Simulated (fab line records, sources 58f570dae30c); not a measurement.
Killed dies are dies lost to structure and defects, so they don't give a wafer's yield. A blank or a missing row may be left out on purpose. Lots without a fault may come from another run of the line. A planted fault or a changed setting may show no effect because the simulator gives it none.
Split-lot experiment | flow berkeley_cmos170 | 5 lots, 23 wafers read, on a route of 331 steps

THE SPLIT
At UCB170_FIELD_OXIDATION_01 (target thk 558.3 nm, ox time 7200 s), the setting temp_c was moved away from the recipe's 1000 C on 5 of the 23 wafers read, by -1.7%. The other wafers ran this setting at the recipe's value.

FROM THE SPLIT TO THE READING: what the file shows between them, 5 steps
- UCB170_FIELD_THK_MEAS_02
- UCB170_FIELD_ANNEAL_03: time 1200 s
- UCB170_FIELD_WET_ETCH_04: etches SiO2 in dHF, time 60.94 s
- UCB170_FIELD_WET_ETCH_05: etches Si3N4 in H3PO4, time 12600 s
- UCB170_FIELD_WET_ETCH_06: etches SiO2 in BOE, time 22 s

THE READING
FIELD_OXIDE_LEFT_1_THK, in nm, at UCB170_FIELD_THK_MEAS_90. Fault-free wafers of this fab line usually give 440 nm, standard deviation 8.9 nm.

wafer  | tool, chamber at the split | temp_c as run, C | against the recipe | FIELD_OXIDE_LEFT_1_THK, nm | against lot-mates on the recipe
L076.2 | -, -                       | 983.4            | -1.7%              | 375                        | no lot-mate on the recipe
L076.3 | -, -                       | 983.4            | -1.7%              | 377                        | no lot-mate on the recipe
L076.4 | -, -                       | 983.4            | -1.7%              | 381                        | no lot-mate on the recipe
L076.5 | -, -                       | 983.4            | -1.7%              | 375                        | no lot-mate on the recipe
L076.6 | -, -                       | 983.4            | -1.7%              | 380                        | no lot-mate on the recipe
L075.2 | -, -                       | 1000             | recipe             | 443                        | -
L075.3 | -, -                       | 1000             | recipe             | 442                        | -
L075.4 | -, -                       | 1000             | recipe             | 446                        | -
L075.5 | -, -                       | 1000             | recipe             | 443                        | -
L075.6 | -, -                       | 1000             | recipe             | 452                        | -
L078.1 | -, -                       | 1000             | recipe             | 438                        | -
L078.3 | -, -                       | 1000             | recipe             | 429                        | -
L078.4 | -, -                       | 1000             | recipe             | 421                        | -
L078.5 | -, -                       | 1000             | recipe             | 429                        | -
L078.6 | -, -                       | 1000             | recipe             | 439                        | -
L080.1 | furnace-02, 0              | 1000             | recipe             | 453                        | -
L080.2 | furnace-02, 0              | 1000             | recipe             | 446                        | -
L080.5 | furnace-02, 0              | 1000             | recipe             | 436                        | -
L085.1 | -, -                       | 1000             | recipe             | 446                        | -
L085.2 | -, -                       | 1000             | recipe             | 448                        | -
L085.4 | -, -                       | 1000             | recipe             | 446                        | -
L085.5 | -, -                       | 1000             | recipe             | 455                        | -
L085.6 | -, -                       | 1000             | recipe             | 452                        | -

THE FIT
A straight line over all 23 wafers: FIELD_OXIDE_LEFT_1_THK changes by +39.1 nm for each +1% of temp_c; r = +0.96; the points scatter about the line by 8.3 nm.
Too few moved wafers have a lot-mate on the recipe to fit a line with each lot's own level taken away.

THE WHOLE CHAIN: every reading that the file lists as answering this split, in the file's order
step                      | what it does                        | reading                                                                            | change (the file's fit)              | r (the file's)
UCB170_FIELD_OXIDATION_01 | target thk 558.3 nm, ox time 7200 s | SiO2_of_FIELD_OXIDATION_01.thk_nm (the simulator's own value, which no gauge read) | +38.3 nm for each +1% of the setting | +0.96
UCB170_FIELD_THK_MEAS_02  |                                     | FIELD_OXIDE_THK                                                                    | +38.4 for each +1% of the setting    | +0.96
UCB170_FIELD_WET_ETCH_05  | etches Si3N4 in H3PO4, time 12600 s | SiO2_of_FIELD_OXIDATION_01.thk_nm (the simulator's own value, which no gauge read) | +38.7 nm for each +1% of the setting | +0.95
UCB170_FIELD_THK_MEAS_90  |                                     | FIELD_OXIDE_LEFT_1_THK                                                             | +39.1 for each +1% of the setting    | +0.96

THE FILE'S OWN FIT
FIELD_OXIDE_LEFT_1_THK changes by +39.1 nm for each +1% of temp_c, r = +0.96.
